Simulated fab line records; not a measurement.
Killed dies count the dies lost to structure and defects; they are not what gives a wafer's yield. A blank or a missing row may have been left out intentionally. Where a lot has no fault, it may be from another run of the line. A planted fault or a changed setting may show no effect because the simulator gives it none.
Split-lot study ; flow berkeleyCmos170 ; on a route of 331 steps: 5 lots, 23 wafers read

== ON THE SPLIT ==
At UCB170_GATE_PEB_10, the setting pebTempC was moved away from the recipe's 130 C on 11 of the 23 wafers read, by -2.6% to +2.2%. This setting was run at the recipe's value on the other wafers.

== FROM THE SPLIT TO THE READING: what the file shows between them, 5 steps ==
- UCB170_GATE_DEVELOP_11: develop time 45 s
- UCB170_GATE_CD_MEAS_12: target cd 350 nm
- UCB170_GATE_ETCH_14: etches BARC in N2/H2
- UCB170_GATE_ETCH_15: etches poly-Si in HBr/Cl2, stops on SiO2, time 56.3 s, target depth 278.2 nm
- UCB170_GATE_STRIP_16: strips in O2

== THE READING ==
cdNm, in nm, at UCB170_GATE_CD_MEAS_90 (target cd 350 nm). On this fab line, fault-free wafers typically give 350.5 nm with a standard deviation of 1.5 nm.

wafer;tool, chamber at the split;pebTempC as run, C;against the recipe;cdNm, nm;against lot-mates on the recipe
L075.1;lithoTrack-02, 0;130;recipe;349.7;-
L075.2;lithoTrack-02, 0;130;recipe;360.0;-
L075.3;lithoTrack-02, 0;131.4;+1.1%;341.5;-13.4
L075.5;lithoTrack-02, 0;131.4;+1.1%;339.2;-15.7
L075.6;lithoTrack-02, 0;131.4;+1.1%;352.2;-2.7
L076.2;lithoTrack-04, 0;130;recipe;352.4;-
L076.4;lithoTrack-04, 0;130;recipe;352.8;-
L076.5;lithoTrack-04, 0;130;recipe;353.5;-
L078.1;lithoTrack-02, 0;127.1;-2.2%;369.3;+19.4
L078.2;lithoTrack-02, 0;130;recipe;352.9;-
L078.3;lithoTrack-02, 0;130;recipe;347.0;-
L078.5;lithoTrack-02, 0;127.1;-2.2%;369.3;+19.4
L078.6;lithoTrack-02, 0;127.1;-2.2%;374.4;+24.4
L077.1;lithoTrack-03, 0;130;recipe;352.2;-
L077.2;lithoTrack-03, 0;126.6;-2.6%;377.4;+25.0
L077.3;lithoTrack-03, 0;126.6;-2.6%;378.0;+25.6
L077.4;lithoTrack-03, 0;126.6;-2.6%;378.2;+25.8
L077.6;lithoTrack-03, 0;130;recipe;352.6;-
L083.1;lithoTrack-03, 0;132.8;+2.2%;322.3;-23.6
L083.2;lithoTrack-03, 0;130;recipe;350.0;-
L083.4;lithoTrack-03, 0;130;recipe;339.3;-
L083.5;lithoTrack-03, 0;130;recipe;348.4;-
L083.6;lithoTrack-03, 0;132.8;+2.2%;333.1;-12.8

THE FIT
A straight line over all 23 wafers: cdNm changes by -9.65 nm for each +1% of pebTempC; r = -0.95; the points scatter about the line by 4.9 nm.
The same after taking each lot's own level away (the mean of its wafers on the recipe; 23 wafers): -9.36 nm for each +1%; r = -0.96; scatter 3.9 nm.
That fit puts the effect of the largest move of pebTempC on the reading at 24 nm.
Across the lots, their own levels run from 345.90 to 354.85 nm, a range of 6.0 times the standard deviation given above.
Consequently the slope shifts little with the lot-to-lot level, the two slopes agreeing.
Check: for one of the wafers moved furthest among these (-2.6%), held out of the fit, the line's prediction against its lot-mates is +24.7 nm. It came out at +25 nm against them.

== THESE WAFERS: OTHER SPLITS ==
Other splits were also applied to these wafers ahead of the reading. Each is held against what the fit with the lots' levels taken away leaves over:
other split on the same wafers;wafers away from the commonest value;r with cdNm (lot level and that fit taken away)
UCB170_ZERO_COAT_01 resistThkNm;10;+0.01
UCB170_PWELL_OXIDATION_02 oxTimeS;18;+0.06
UCB170_ACTIVE_CVD_05 tempC;15;+0.04
UCB170_ACTIVE_EXPOSE_10 doseMj;8;-0.21
UCB170_PFIELD_IMPLANT_07 doseCm2;7;-0.17
UCB170_GATE_EXPOSE_09 doseMj;7;-0.67

== THE WHOLE CHAIN: every reading that the file lists as answering this split, in the file's order ==
step;what it does;reading;change (the file's fit);r (the file's)
UCB170_GATE_CD_MEAS_12;target cd 350 nm;cdNm;-9.22 nm for each +1% of the setting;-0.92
UCB170_GATE_ETCH_15;etches poly-Si in HBr/Cl2, stops on SiO2, time 56.3 s, target depth 278.2 nm;GATE.cdNm (the simulator's own value, which no gauge read);-9.29 nm for each +1% of the setting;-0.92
UCB170_GATE_CD_MEAS_90;target cd 350 nm;cdNm;-9.32 nm for each +1% of the setting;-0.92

== THE FILE'S OWN FIT ==
cdNm changes by -9.32 nm for each +1% of pebTempC, r = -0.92.
